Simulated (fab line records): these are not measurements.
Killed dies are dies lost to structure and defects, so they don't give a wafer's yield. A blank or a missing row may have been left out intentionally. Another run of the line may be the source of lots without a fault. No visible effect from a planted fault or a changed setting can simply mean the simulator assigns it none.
Which tool is to blame? || flow rit cmos || 39 wafers from 13 lots sampled at 2 of the route's 202 steps

== WHAT EACH GAUGE READ, for each wafer ==
RIT_FOX2_THK_MEAS_01. Usual: FOX2_OXIDE_THK 348 nm, standard deviation 7.8.
{"lot": "L347", "measured": "day 1 20:34", "on": "film metro-02", "FOX2_OXIDE_THK (nm)": "350 346 348", "flag": ""}
{"lot": "L348", "measured": "day 2 01:04", "on": "film metro-01", "FOX2_OXIDE_THK (nm)": "361 352 352", "flag": ""}
{"lot": "L349", "measured": "day 2 04:56", "on": "film metro-01", "FOX2_OXIDE_THK (nm)": "355 354 356", "flag": ""}
{"lot": "L350", "measured": "day 2 09:22", "on": "film metro-01", "FOX2_OXIDE_THK (nm)": "334 337 339", "flag": ""}
{"lot": "L351", "measured": "day 2 17:16", "on": "film metro-02", "FOX2_OXIDE_THK (nm)": "343 350 346", "flag": ""}
{"lot": "L352", "measured": "day 3 01:39", "on": "film metro-01", "FOX2_OXIDE_THK (nm)": "348 349 348", "flag": ""}
{"lot": "L353", "measured": "day 3 08:24", "on": "film metro-02", "FOX2_OXIDE_THK (nm)": "351 352 350", "flag": ""}
{"lot": "L354", "measured": "day 3 14:46", "on": "film metro-02", "FOX2_OXIDE_THK (nm)": "352 348 346", "flag": ""}
{"lot": "L357", "measured": "day 3 21:54", "on": "film metro-02", "FOX2_OXIDE_THK (nm)": "338 342 338", "flag": ""}
{"lot": "L359", "measured": "day 4 09:49", "on": "film metro-04", "FOX2_OXIDE_THK (nm)": "350 352 347", "flag": ""}
{"lot": "L365", "measured": "day 5 13:44", "on": "film metro-01", "FOX2_OXIDE_THK (nm)": "329 334 335", "flag": ""}
{"lot": "L368", "measured": "day 6 05:18", "on": "film metro-01", "FOX2_OXIDE_THK (nm)": "352 353 361", "flag": ""}
{"lot": "L369", "measured": "day 6 09:32", "on": "film metro-04", "FOX2_OXIDE_THK (nm)": "350 352 350", "flag": ""}

== TOOL THAT RAN EACH LOT (tool first, then ch and the chambers of the sampled wafers, then the start) ==
{"lot": "L347", "RIT_ACTIVE_STRIP_14": "plasma asher-01 ch 0,1, day 1 15:54"}
{"lot": "L348", "RIT_ACTIVE_STRIP_14": "plasma asher-03 ch 0,1, day 1 20:43"}
{"lot": "L349", "RIT_ACTIVE_STRIP_14": "plasma asher-02 ch 0,1, day 2 01:25"}
{"lot": "L350", "RIT_ACTIVE_STRIP_14": "plasma asher-01 ch 0,1, day 2 05:50"}
{"lot": "L351", "RIT_ACTIVE_STRIP_14": "plasma asher-02 ch 0,1, day 2 10:50"}
{"lot": "L352", "RIT_ACTIVE_STRIP_14": "plasma asher-03 ch 0,1, day 2 16:17"}
{"lot": "L353", "RIT_ACTIVE_STRIP_14": "plasma asher-01 ch 0,1, day 2 22:14"}
{"lot": "L354", "RIT_ACTIVE_STRIP_14": "plasma asher-01 ch 0,1, day 3 06:29"}
{"lot": "L357", "RIT_ACTIVE_STRIP_14": "plasma asher-02 ch 0,1, day 3 18:18"}
{"lot": "L359", "RIT_ACTIVE_STRIP_14": "plasma asher-02 ch 0,1, day 4 05:16"}
{"lot": "L365", "RIT_ACTIVE_STRIP_14": "plasma asher-03 ch 0, day 5 09:29"}
{"lot": "L368", "RIT_ACTIVE_STRIP_14": "plasma asher-01 ch 0,1, day 6 01:37"}
{"lot": "L369", "RIT_ACTIVE_STRIP_14": "plasma asher-02 ch 0,1, day 6 04:58"}
- RIT_ACTIVE_STRIP_14: strips in O2, time 180 s.

== WHAT THE TOOLS THEMSELVES READ (means of the sampled wafers that have a number; where no wafer has one, the mark that the record gives instead) ==
RIT_ACTIVE_STRIP_14. Usual: drypump motor current A 5.9 A, standard deviation 0.46; rf refl power W 8.0 W, standard deviation 1.6.
{"lot": "L347", "tool": "plasma asher-01", "drypump motor current A (A)": 6.1, "rf refl power W (W)": 8.6, "flag": ""}
{"lot": "L348", "tool": "plasma asher-03", "drypump motor current A (A)": 5.5, "rf refl power W (W)": 5.7, "flag": ""}
{"lot": "L349", "tool": "plasma asher-02", "drypump motor current A (A)": 6.2, "rf refl power W (W)": 8.0, "flag": ""}
{"lot": "L350", "tool": "plasma asher-01", "drypump motor current A (A)": 6.1, "rf refl power W (W)": 8.6, "flag": ""}
{"lot": "L351", "tool": "plasma asher-02", "drypump motor current A (A)": 6.3, "rf refl power W (W)": 7.9, "flag": ""}
{"lot": "L352", "tool": "plasma asher-03", "drypump motor current A (A)": 5.5, "rf refl power W (W)": 6.8, "flag": ""}
{"lot": "L353", "tool": "plasma asher-01", "drypump motor current A (A)": 5.8, "rf refl power W (W)": 9.2, "flag": ""}
{"lot": "L354", "tool": "plasma asher-01", "drypump motor current A (A)": 5.7, "rf refl power W (W)": 9.0, "flag": ""}
{"lot": "L357", "tool": "plasma asher-02", "drypump motor current A (A)": 5.9, "rf refl power W (W)": 8.6, "flag": ""}
{"lot": "L359", "tool": "plasma asher-02", "drypump motor current A (A)": 6.2, "rf refl power W (W)": 8.0, "flag": ""}
{"lot": "L365", "tool": "plasma asher-03", "drypump motor current A (A)": 5.5, "rf refl power W (W)": 7.9, "flag": ""}
{"lot": "L368", "tool": "plasma asher-01", "drypump motor current A (A)": 5.8, "rf refl power W (W)": 9.3, "flag": ""}
{"lot": "L369", "tool": "plasma asher-02", "drypump motor current A (A)": 5.9, "rf refl power W (W)": 8.9, "flag": ""}

== THE ANSWER, worked out from the rows above alone ==
Rule: a lot counts as off when the mean over its wafers that have a number is more than 3 standard deviations away from the usual mean. Also off: a lot with no number at a reading for which 4 or more lots have one. Any other lot the step has rows for is counted as sound. The gauges are gone through in route order, then the tools' own readings, and for those a lot's mean is taken as printed above. At the first step where some lot is off, the reading lying furthest off is the one used; lots without a number count as furthest.
None of the lots is off at any reading shown; this tells nothing.

== WHAT THE SIMULATOR HAD INSERTED ==
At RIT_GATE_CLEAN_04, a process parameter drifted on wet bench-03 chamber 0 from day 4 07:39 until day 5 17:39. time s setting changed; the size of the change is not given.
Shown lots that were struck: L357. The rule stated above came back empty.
